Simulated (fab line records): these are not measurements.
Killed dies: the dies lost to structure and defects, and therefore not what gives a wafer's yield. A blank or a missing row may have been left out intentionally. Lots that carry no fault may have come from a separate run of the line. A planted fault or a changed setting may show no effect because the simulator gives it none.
Comparing a struck lot with a sound one    flow rit cmos    44 out of 202 route steps
Sound: wafers L372.1, L372.4, L372.6. Wafers struck: L380.1, L380.3, L380.5. The cause is given at the end.
For every step that has rows: the tool of each side, followed by ch and its chambers, followed by its first start. Under that, the readings that differ: sound wafers    struck wafers    difference of the means    sigmas: that difference in standard deviations of wafers without a fault.
alike: a reading whose means differ by less than 2 such deviations, as well as words and numbers matching on both sides. not compared: withheld readings; readings where some wafer has no value; bounds like >300 that might hide an equal value; numbers whose values overlap and for which the record gives no deviation.
Wherever a step has rows on one side only, a row that says differs or no value, or a row with sigmas, the two part there. Non-overlapping numbers with no deviation appear without sigmas and do not part them. A reading missing from all wafers of one side parts the sides only when that side holds two or more wafers.

first, 2 steps without rows for these wafers: RIT_NLDD_HARDBAKE_07 (time 60 s); RIT_NLDD_IMPLANT_08.
RIT_NLDD_STRIP_09: strips in O2, time 180 s.
  sound on plasma asher-03 ch 1, day 3 08:40; struck on plasma asher-02 ch 0,1, day 4 19:14
  alike: drypump motor current A
  not compared: rf hours counter h
RIT_NLDD_TW_MEAS_10:
  sound on film metro-03 at day 3 08:51; struck on film metro-01 at day 4 19:24
reading  sound           struck          difference  sigmas
NLDD_TW  2454 2449 2456  2518 2527 2514  +67         +3
then, 6 steps without rows for these wafers: RIT_PLDD_HMDS_00 (prime time 60 s); RIT_PLDD_COAT_01 (resist thk 1000 nm); RIT_PLDD_SOFTBAKE_02 (time 60 s); RIT_PLDD_EXPOSE_03 (exposes mask M8, target cd 40900 nm); RIT_PLDD_PEB_04; RIT_PLDD_DEVELOP_05 (develop time 50 s).
RIT_PLDD_OVL_MEAS_06:
  sound on overlay-02 at day 3 09:57; struck on overlay-02 at day 4 20:26
  alike: PLDD_OVL
then, 1 step without rows for these wafers: RIT_PLDD_HARDBAKE_07 (time 60 s).
RIT_PLDD_IMPLANT_08:
  sound on implanter-01 ch 0, day 3 10:15; struck on implanter-01 ch 0, day 4 20:37
reading             sound                          struck                         difference  sigmas
dose ions cm2       8.996e+14 8.991e+14 9.004e+14  9.991e+14 9.974e+14 9.981e+14  +9.850e+13  +98
faraday current uA  2972 2748 2841                 3104 3199 3100                 +281        +5
RIT_PLDD_STRIP_09: strips in O2, time 180 s.
  sound on plasma asher-01 ch 0,1, day 3 10:24; struck on plasma asher-01 ch 0,1, day 4 20:46
  alike: drypump motor current A
  not compared: rf hours counter h
RIT_PLDD_TW_MEAS_10:
  sound on film metro-02 at day 3 10:35; struck on film metro-03 at day 4 20:57
reading  sound           struck          difference  sigmas
PLDD_TW  2312 2323 2322  2387 2384 2381  +65         +3
then, 4 steps without rows for these wafers: RIT_SPACER_CLEAN_00 (cleans in SC1, time 574.3 s); RIT_SPACER_CLEAN_01 (cleans in dHF, time 30 s); RIT_SPACER_CLEAN_02 (cleans in SC2, time 600 s); RIT_SPACER_CVD_03 (deposits Si3N4 from SiH2Cl2/NH3, target thk 250 nm, time 3300 s).
RIT_SPACER_THK_MEAS_04:
  sound on film metro-01 at day 3 12:55; struck on film metro-04 at day 4 23:17
  alike: SPACER_NITRIDE_THK
RIT_SPACER_ETCHBACK_05: etches Si3N4 in SF6/CHF3, stops on SiO2, target depth 250 nm, time 240 s.
  sound on rie diel-01 ch 1,3, day 3 12:59; struck on rie diel-01 ch 0,1, day 4 23:21
  alike: SF6_flow_sccm, drypump motor current A, oes product au, rf fwd power W, throttle valve pct
  not compared: rf hours counter h
then, 6 steps without rows for these wafers: RIT_NSD_HMDS_00 (prime time 60 s); RIT_NSD_COAT_01 (resist thk 1000 nm); RIT_NSD_SOFTBAKE_02 (time 60 s); RIT_NSD_EXPOSE_03 (exposes mask M9, target cd 40700 nm); RIT_NSD_PEB_04; RIT_NSD_DEVELOP_05 (develop time 50 s).
RIT_NSD_OVL_MEAS_06:
  sound on overlay-02 at day 3 14:06; struck on overlay-01 at day 5 00:29
  alike: NSD_OVL
then, 2 steps without rows for these wafers: RIT_NSD_HARDBAKE_07 (time 60 s); RIT_NSD_IMPLANT_08.
RIT_NSD_STRIP_09: strips in O2, time 180 s.
  sound on plasma asher-01 ch 0,1, day 3 14:26; struck on plasma asher-02 ch 0,1, day 5 00:49
  alike: drypump motor current A
  not compared: rf hours counter h
RIT_NSD_TW_MEAS_10:
  sound on film metro-02 at day 3 14:37; struck on film metro-03 at day 5 00:59
  alike: NSD_TW
then, 6 steps without rows for these wafers: RIT_PSD_HMDS_00 (prime time 60 s); RIT_PSD_COAT_01 (resist thk 1000 nm); RIT_PSD_SOFTBAKE_02 (time 60 s); RIT_PSD_EXPOSE_03 (exposes mask M10, target cd 40900 nm); RIT_PSD_PEB_04; RIT_PSD_DEVELOP_05 (develop time 50 s).
RIT_PSD_OVL_MEAS_06:
  sound on overlay-01 at day 3 15:39; struck on overlay-01 at day 5 01:57
  alike: PSD_OVL
then, 2 steps without rows for these wafers: RIT_PSD_HARDBAKE_07 (time 60 s); RIT_PSD_IMPLANT_08.
RIT_PSD_STRIP_09: strips in O2, time 180 s.
  sound on plasma asher-03 ch 0,1, day 3 15:59; struck on plasma asher-03 ch 0,1, day 5 02:17
  alike: drypump motor current A
  not compared: rf hours counter h
RIT_SDANNEAL_RS_MEAS_06: measurement is done with a four-point probe.
  sound on film metro-02 at day 3 16:54; struck on film metro-02 at day 5 03:12
reading           sound              struck             difference  sigmas
PLDD_RS (ohm/sq)  178.6 178.7 178.7  171.0 170.5 171.0  -7.8        -17
RIT_M1_PROBE_99:
  sound on prober-01 at day 4 01:40; struck on prober-02 at day 5 10:43
reading             sound  struck  difference  sigmas
killed_at_M0_to_M3  0 1 0  0 0 0   +0          -3
  alike: killed at contacts, killed at front end, killed dies, killed open, killed short

## WHERE THEY PART
First at RIT_NLDD_TW_MEAS_10; last, within this record, at RIT_M1_PROBE_99.

WHY: what had been put in by the simulator
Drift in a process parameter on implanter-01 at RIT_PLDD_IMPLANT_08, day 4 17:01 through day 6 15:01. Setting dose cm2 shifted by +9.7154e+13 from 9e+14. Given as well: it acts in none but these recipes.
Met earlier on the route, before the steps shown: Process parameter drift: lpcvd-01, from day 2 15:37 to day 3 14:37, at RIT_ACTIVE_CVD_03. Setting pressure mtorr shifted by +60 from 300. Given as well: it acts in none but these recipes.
